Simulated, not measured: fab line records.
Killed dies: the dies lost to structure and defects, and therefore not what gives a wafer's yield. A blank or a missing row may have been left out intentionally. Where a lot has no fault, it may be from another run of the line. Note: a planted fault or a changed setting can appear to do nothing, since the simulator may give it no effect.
Split-lot experiment :: flow rit cmos :: 23 wafers read across 5 lots, on a route 202 steps long

## ON THE SPLIT
At RIT_ACTIVE_ETCH_13 (etches Si3N4 in SF6, stops on SiO2, time 210 s, target depth 210 nm), the setting over etch frac was moved away from the recipe's 0.4 on 5 of the 23 wafers read, by +19.3% to +24.9%. The other wafers ran this setting at the recipe's value.

## FROM THE SPLIT TO THE READING: what the file shows between them, 5 steps
- RIT_ACTIVE_STRIP_14: strips in O2, time 180 s
- RIT_ACTIVE_CD_MEAS_90: target cd 1400 nm
- RIT_ACTIVE_CLEAN_15: cleans in SC1, time 600 s
- RIT_ACTIVE_CLEAN_16: cleans in dHF, time 30 s
- RIT_FOX2_CLEAN_02: cleans in dHF, time 180 s

## THE READING
SiO2_of_ACTIVE_OXIDATION_01.thk nm (the simulator's own value, which no gauge read), in nm, at RIT_FOX2_WET_ETCH_03 (etches Si3N4 in H3PO4, target depth 195 nm, time 2700 s). The file does not state a usual value for it. Across the 18 wafers here that went through the recipe, the average is 41.21 nm and the standard deviation 0.73 nm.

wafer: L074.1
tool, chamber at the split: rie diel-02, 0
over etch frac as run: 0.4
against the recipe: recipe
SiO2_of_ACTIVE_OXIDATION_01.thk nm, nm: 41.56
against lot-mates on the recipe: -

wafer: L074.2
tool, chamber at the split: rie diel-02, 1
over etch frac as run: 0.4
against the recipe: recipe
SiO2_of_ACTIVE_OXIDATION_01.thk nm, nm: 41.05
against lot-mates on the recipe: -

wafer: L074.3
tool, chamber at the split: rie diel-02, 3
over etch frac as run: 0.4
against the recipe: recipe
SiO2_of_ACTIVE_OXIDATION_01.thk nm, nm: 41.35
against lot-mates on the recipe: -

wafer: L074.5
tool, chamber at the split: rie diel-02, 3
over etch frac as run: 0.4
against the recipe: recipe
SiO2_of_ACTIVE_OXIDATION_01.thk nm, nm: 40.68
against lot-mates on the recipe: -

wafer: L074.6
tool, chamber at the split: rie diel-02, 1
over etch frac as run: 0.4
against the recipe: recipe
SiO2_of_ACTIVE_OXIDATION_01.thk nm, nm: 40.59
against lot-mates on the recipe: -

wafer: L076.2
tool, chamber at the split: rie diel-02, 0
over etch frac as run: 0.4
against the recipe: recipe
SiO2_of_ACTIVE_OXIDATION_01.thk nm, nm: 42.73
against lot-mates on the recipe: -

wafer: L076.5
tool, chamber at the split: rie diel-02, 1
over etch frac as run: 0.4
against the recipe: recipe
SiO2_of_ACTIVE_OXIDATION_01.thk nm, nm: 41.41
against lot-mates on the recipe: -

wafer: L076.6
tool, chamber at the split: rie diel-02, 0
over etch frac as run: 0.4
against the recipe: recipe
SiO2_of_ACTIVE_OXIDATION_01.thk nm, nm: 42.57
against lot-mates on the recipe: -

wafer: L080.1
tool, chamber at the split: rie diel-04, 2
over etch frac as run: 0.4
against the recipe: recipe
SiO2_of_ACTIVE_OXIDATION_01.thk nm, nm: 41.37
against lot-mates on the recipe: -

wafer: L080.2
tool, chamber at the split: rie diel-04, 0
over etch frac as run: 0.4773
against the recipe: +19.3%
SiO2_of_ACTIVE_OXIDATION_01.thk nm, nm: 37.24
against lot-mates on the recipe: -3.90

wafer: L080.3
tool, chamber at the split: rie diel-04, 1
over etch frac as run: 0.4773
against the recipe: +19.3%
SiO2_of_ACTIVE_OXIDATION_01.thk nm, nm: 37.08
against lot-mates on the recipe: -4.06

wafer: L080.4
tool, chamber at the split: rie diel-04, 3
over etch frac as run: 0.4
against the recipe: recipe
SiO2_of_ACTIVE_OXIDATION_01.thk nm, nm: 41.38
against lot-mates on the recipe: -

wafer: L080.5
tool, chamber at the split: rie diel-04, 1
over etch frac as run: 0.4
against the recipe: recipe
SiO2_of_ACTIVE_OXIDATION_01.thk nm, nm: 40.67
against lot-mates on the recipe: -

wafer: L083.1
tool, chamber at the split: rie diel-03, 2
over etch frac as run: 0.4
against the recipe: recipe
SiO2_of_ACTIVE_OXIDATION_01.thk nm, nm: 39.43
against lot-mates on the recipe: -

wafer: L083.2
tool, chamber at the split: rie diel-03, 1
over etch frac as run: 0.4
against the recipe: recipe
SiO2_of_ACTIVE_OXIDATION_01.thk nm, nm: 41.33
against lot-mates on the recipe: -

wafer: L083.3
tool, chamber at the split: rie diel-03, 0
over etch frac as run: 0.4
against the recipe: recipe
SiO2_of_ACTIVE_OXIDATION_01.thk nm, nm: 40.4
against lot-mates on the recipe: -

wafer: L083.4
tool, chamber at the split: rie diel-03, 3
over etch frac as run: 0.4
against the recipe: recipe
SiO2_of_ACTIVE_OXIDATION_01.thk nm, nm: 41.17
against lot-mates on the recipe: -

wafer: L083.5
tool, chamber at the split: rie diel-03, 1
over etch frac as run: 0.4
against the recipe: recipe
SiO2_of_ACTIVE_OXIDATION_01.thk nm, nm: 41.69
against lot-mates on the recipe: -

wafer: L085.1
tool, chamber at the split: rie diel-02, 2
over etch frac as run: 0.4
against the recipe: recipe
SiO2_of_ACTIVE_OXIDATION_01.thk nm, nm: 41.33
against lot-mates on the recipe: -

wafer: L085.2
tool, chamber at the split: rie diel-02, 3
over etch frac as run: 0.4996
against the recipe: +24.9%
SiO2_of_ACTIVE_OXIDATION_01.thk nm, nm: 38.12
against lot-mates on the recipe: -3.12

wafer: L085.3
tool, chamber at the split: rie diel-02, 1
over etch frac as run: 0.4996
against the recipe: +24.9%
SiO2_of_ACTIVE_OXIDATION_01.thk nm, nm: 37.41
against lot-mates on the recipe: -3.83

wafer: L085.4
tool, chamber at the split: rie diel-02, 0
over etch frac as run: 0.4996
against the recipe: +24.9%
SiO2_of_ACTIVE_OXIDATION_01.thk nm, nm: 38.7
against lot-mates on the recipe: -2.54

wafer: L085.6
tool, chamber at the split: rie diel-02, 2
over etch frac as run: 0.4
against the recipe: recipe
SiO2_of_ACTIVE_OXIDATION_01.thk nm, nm: 41.15
against lot-mates on the recipe: -

THE FIT
A straight line over all 23 wafers: SiO2_of_ACTIVE_OXIDATION_01.thk nm changes by -0.149 nm for each +1% of over etch frac; r = -0.87; the points scatter about the line by 0.82 nm.
The same after taking each lot's own level away (the mean of its wafers on the recipe; 23 wafers): -0.148 nm for each +1%; r = -0.91; scatter 0.67 nm.
On that fit, the largest move of over etch frac shifts the reading by 3.7 nm.
From 40.804 to 42.237 nm: that is the span of the lots' own levels, equal to 2.0 times the standard deviation above.
The two slopes agree, so the slope changes little with the lot-to-lot level.
Check: -3.91 nm against its lot-mates is what the line predicts for one of the wafers moved furthest among these (+24.9%) when that wafer is left out of the fit. It came out at -3.12 nm against them.
Tool readings at the split's step, against how far the setting was moved: oes product au r = +0.09.

## THE OTHER SPLITS THESE WAFERS WENT THROUGH
Before the reading, these wafers also passed through other splits. Each is held against what the fit with the lots' levels taken away leaves over:
other split on the same wafers: RIT_ACTIVE_CVD_03 temp c
wafers away from the commonest value: 10
r with SiO2_of_ACTIVE_OXIDATION_01.thk nm (lot level and that fit taken away): -0.19

other split on the same wafers: RIT_ACTIVE_EXPOSE_08 dose mj
wafers away from the commonest value: 8
r with SiO2_of_ACTIVE_OXIDATION_01.thk nm (lot level and that fit taken away): +0.19

## THE WHOLE CHAIN: every reading that the file lists as answering this split, in the file's order
step: RIT_ACTIVE_ETCH_13
what it does: etches Si3N4 in SF6, stops on SiO2, time 210 s, target depth 210 nm
reading: SiO2_of_ACTIVE_OXIDATION_01.thk nm (the simulator's own value, which no gauge read)
change (the file's fit): -0.177 nm for each +1% of the setting
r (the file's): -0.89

step: RIT_FOX2_WET_ETCH_03
what it does: etches Si3N4 in H3PO4, target depth 195 nm, time 2700 s
reading: SiO2_of_ACTIVE_OXIDATION_01.thk nm (the simulator's own value, which no gauge read)
change (the file's fit): -0.157 nm for each +1% of the setting
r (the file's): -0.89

## FILE'S OWN FIT
SiO2_of_ACTIVE_OXIDATION_01.thk nm changes by -0.157 nm for each +1% of over etch frac, r = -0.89.
